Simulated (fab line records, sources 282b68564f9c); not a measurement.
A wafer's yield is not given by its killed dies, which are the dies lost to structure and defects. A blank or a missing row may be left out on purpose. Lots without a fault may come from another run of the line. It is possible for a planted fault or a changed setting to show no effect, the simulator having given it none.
Comparing a struck lot with a sound one / flow rit-cmos / 16 steps out of a route of 202
Sound: these wafers, L153.3, L153.4, L153.5. Wafers L167.1, L167.4, L167.5 were the ones struck. The cause is given at the end.
For every step that has rows: the tool of each side, followed by ch and its chambers, followed by its first start. Under that, the readings that differ: sound wafers / struck wafers / difference of the means / sigmas: that difference in standard deviations of wafers without a fault.
alike: words and numbers the same on both sides, and readings whose means are apart by under 2 such deviations; not compared: readings that were withheld, readings missing a value for some wafer, numbers with overlapping values and no deviation given by the record, and bounds like >300 which may hide the same value.
The two part at a step that has a row with sigmas, a row that says differs or no value, or rows on one side only. Numbers that don't overlap but have no deviation are shown without sigmas and don't part them. A reading that every wafer of one side lacks parts them only if that side has two wafers or more.

first, 1 step without rows for these wafers: RIT_PSD_IMPLANT_08.
RIT_PSD_STRIP_09: strips in O2, time 180 s.
  sound on plasma-asher-01 ch 0,1, day 3 16:27; struck on plasma-asher-04 ch 0,1, day 6 14:02
reading=drypump-motor-current-A (A); sound=6.2 5.7 6.2; struck=5.4 5.4 5.1; difference=-0.7; sigmas=-2
  not compared: rf-hours-counter-h
RIT_PSD_TW_MEAS_10:
  sound on film-metro-04 at day 3 16:35; struck on film-metro-04 at day 6 14:13
  alike: PSD_TW
then, 3 steps without rows for these wafers: RIT_SDANNEAL_CLEAN_00 (cleans in SC1, time 600 s); RIT_SDANNEAL_CLEAN_01 (cleans in dHF, time 30 s); RIT_SDANNEAL_CLEAN_02 (cleans in SC2, time 600 s).
RIT_SDANNEAL_RTA_03: time 5 s.
  sound on rtp-anneal-02 ch 0, day 3 17:02; struck on rtp-anneal-02 ch 0, day 6 14:39
  alike: ramp-down-c-per-s, wafer_temp_C_max
RIT_SDANNEAL_RS_MEAS_04: measurement is done with a four-point probe.
  sound on film-metro-02 at day 3 17:09; struck on film-metro-02 at day 6 14:46
  alike: PSD_RS
RIT_SDANNEAL_RS_MEAS_05: measurement is done with a four-point probe.
  sound on film-metro-02 at day 3 17:16; struck on film-metro-02 at day 6 14:53
  alike: NSD_RS
RIT_SDANNEAL_RS_MEAS_06: measurement is done with a four-point probe.
  sound on film-metro-02 at day 3 17:23; struck on film-metro-02 at day 6 15:00
  alike: PLDD_RS
RIT_SDANNEAL_RS_MEAS_07: measurement is done with a four-point probe.
  sound on film-metro-02 at day 3 17:31; struck on film-metro-02 at day 6 15:07
  alike: NLDD_RS
then, 1 step without rows for these wafers: RIT_SILICIDE_WET_ETCH_00 (etches SiO2 in BOE, target depth 14 nm, time 15 s).
RIT_SILICIDE_SPUTTER_01: material Ti, target thk 30 nm, time 229.5 s.
  sound on pvd-sputter-04 at day 3 17:36; struck on pvd-sputter-01 at day 6 15:16
  no value came back on the struck wafers for cathode-dc-power-W (W), chamber-pressure-pa (Pa), throttle-valve-pct (%); on the sound wafers cathode-dc-power-W (W) reads 350.05 350.03 349.97
RIT_SILICIDE_RS_MEAS_02: measurement is done with a four-point probe.
  sound on film-metro-01 at day 3 17:47; struck on film-metro-01 at day 6 15:41
reading=SILICIDE_TI_RS (ohm/sq); sound=51.3 50.3 51.0; struck=- - -; difference=no value on the struck wafers; sigmas=
  not compared: hold
RIT_SILICIDE_THK_MEAS_03: measures by xrf.
  sound on film-metro-01 at day 3 17:53; struck on film-metro-01 at day 6 21:28
reading=SILICIDE_TI_THK (nm); sound=27.98 28.51 28.02; struck=<0.00 <0.00 <0.00; difference=differs; sigmas=
  not compared: hold
RIT_M1_PROBE_99:
  the record has rows for the sound wafers here (prober-02, day 4 01:04) and none for the struck ones

== WHERE THEY PART ==
First at RIT_PSD_STRIP_09; last, within this record, at RIT_M1_PROBE_99.

WHY: what the simulator had put in
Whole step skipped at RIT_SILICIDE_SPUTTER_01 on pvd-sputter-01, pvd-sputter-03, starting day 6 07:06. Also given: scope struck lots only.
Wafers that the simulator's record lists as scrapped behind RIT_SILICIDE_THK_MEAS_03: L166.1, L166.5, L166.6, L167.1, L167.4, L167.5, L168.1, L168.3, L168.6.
